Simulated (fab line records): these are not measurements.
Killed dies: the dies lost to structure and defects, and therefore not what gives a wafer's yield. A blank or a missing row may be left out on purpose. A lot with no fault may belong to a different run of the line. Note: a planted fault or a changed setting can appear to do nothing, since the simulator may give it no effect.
Which of the tools did it?    flow rit-cmos    13 lots, 39 wafers sampled, at 2 steps of a route of 202

WHAT THE GAUGES SHOWED, per wafer
RIT_PLDD_TW_MEAS_10.
lot   measured     on             PLDD_TW
L797  day 3 02:08  film-metro-04  2338 2337 2345
L798  day 3 10:52  film-metro-02  2337 2348 2333
L799  day 3 12:39  film-metro-01  2322 2325 2330
L800  day 3 18:18  film-metro-02  2345 2357 2351
L801  day 3 22:28  film-metro-01  2332 2334 2323
L802  day 4 02:46  film-metro-02  2347 2343 2348
L803  day 4 06:52  film-metro-02  2345 2348 2331
L804  day 4 14:50  film-metro-04  2338 2346 2353
L805  day 4 22:17  film-metro-02  2346 2346 2340
L807  day 5 03:39  film-metro-02  2362 2364 2358
L808  day 5 12:11  film-metro-01  2334 2359 2355
L809  day 5 15:00  film-metro-02  30 30 30
L819  day 7 20:32  film-metro-02  2354 2360 2351

WHICH TOOL RAN EACH LOT (tool, then ch and the chambers of the sampled wafers, then the start)
lot   RIT_NLDD_STRIP_09
L797  plasma-asher-04 ch 0,1, day 3 00:25
L798  plasma-asher-03 ch 0,1, day 3 09:02
L799  plasma-asher-02 ch 0,1, day 3 11:03
L800  plasma-asher-03 ch 0, day 3 16:42
L801  plasma-asher-02 ch 0,1, day 3 20:50
L802  plasma-asher-04 ch 0,1, day 4 01:10
L803  plasma-asher-04 ch 0, day 4 05:16
L804  plasma-asher-03 ch 0,1, day 4 13:11
L805  plasma-asher-02 ch 0,1, day 4 20:41
L807  plasma-asher-04 ch 1, day 5 02:02
L808  plasma-asher-04 ch 0,1, day 5 10:35
L809  plasma-asher-04 ch 0,1, day 5 13:19
L819  plasma-asher-02 ch 0,1, day 7 18:55
- RIT_NLDD_STRIP_09: strips in O2, time 180 s.

AS READ BY THE TOOLS THEMSELVES (means over the sampled wafers that have a number; for cases with no such wafer, the mark the record gives instead)
RIT_NLDD_STRIP_09.
lot   tool             drypump-motor-current-A (A)  run-length-s (s)
L797  plasma-asher-04  5.8                          207.9
L798  plasma-asher-03  5.3                          208.7
L799  plasma-asher-02  5.6                          208.3
L800  plasma-asher-03  5.2                          207.8
L801  plasma-asher-02  5.6                          208.2
L802  plasma-asher-04  5.5                          208.2
L803  plasma-asher-04  5.3                          207.9
L804  plasma-asher-03  5.3                          208.5
L805  plasma-asher-02  5.9                          208.4
L807  plasma-asher-04  6.0                          208.0
L808  plasma-asher-04  5.5                          207.7
L809  plasma-asher-04  5.6                          72.3
L819  plasma-asher-02  5.5                          208.2

THE ANSWER, worked out from the rows above alone
Rule: the lots themselves supply what counts as usual. Put in order of their means at a reading, lots are off if they are a third of the lots or fewer, leave a main group of 4 or more, and stand apart from it by a gap of 3 or more times the standard deviation of the main group's means; of several such gaps the widest counts. The tables above print the reading to a certain number of digits; a main group whose means all agree to those digits is not used. A lot without any number at a reading at which 4 lots or more have one is off too. The other lots that the step has rows for count as sound. Order of review: gauges by route order, followed by the tools' own readings, for which a lot's mean as printed above is used. At the first step where some lot is off, the reading lying furthest off is the one used; lots without a number count as furthest.
Off: L809, seen at RIT_PLDD_TW_MEAS_10 (PLDD_TW). Mean 2344 and standard deviation 9.5 in the main group.
A tool fits if, at a process step before that reading, it ran every lot that is off, and no sound lot after the first of them. Not tried: the gauges at RIT_PLDD_TW_MEAS_10; whatever is off there is also off at RIT_NLDD_STRIP_09, on other tools, and gauge error can't account for it. One fits: RIT_NLDD_STRIP_09 on plasma-asher-04. A fault onset in the window from L808 (day 5 10:35, its last sound lot) to L809 (day 5 13:19, its first lot off) fits.
The tool's own readings at RIT_NLDD_STRIP_09 bear it out: on the lots that are off they differ by more than 5 times the standard deviation of the sound lots' means. run-length-s reads 72.3 s there against 208.2 s on the sound lots.

WHAT THE SIMULATOR PUT IN
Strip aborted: plasma-asher-04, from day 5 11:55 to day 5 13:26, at RIT_NLDD_STRIP_09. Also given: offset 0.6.
Struck lots among those shown: L809. The rule above found the same.
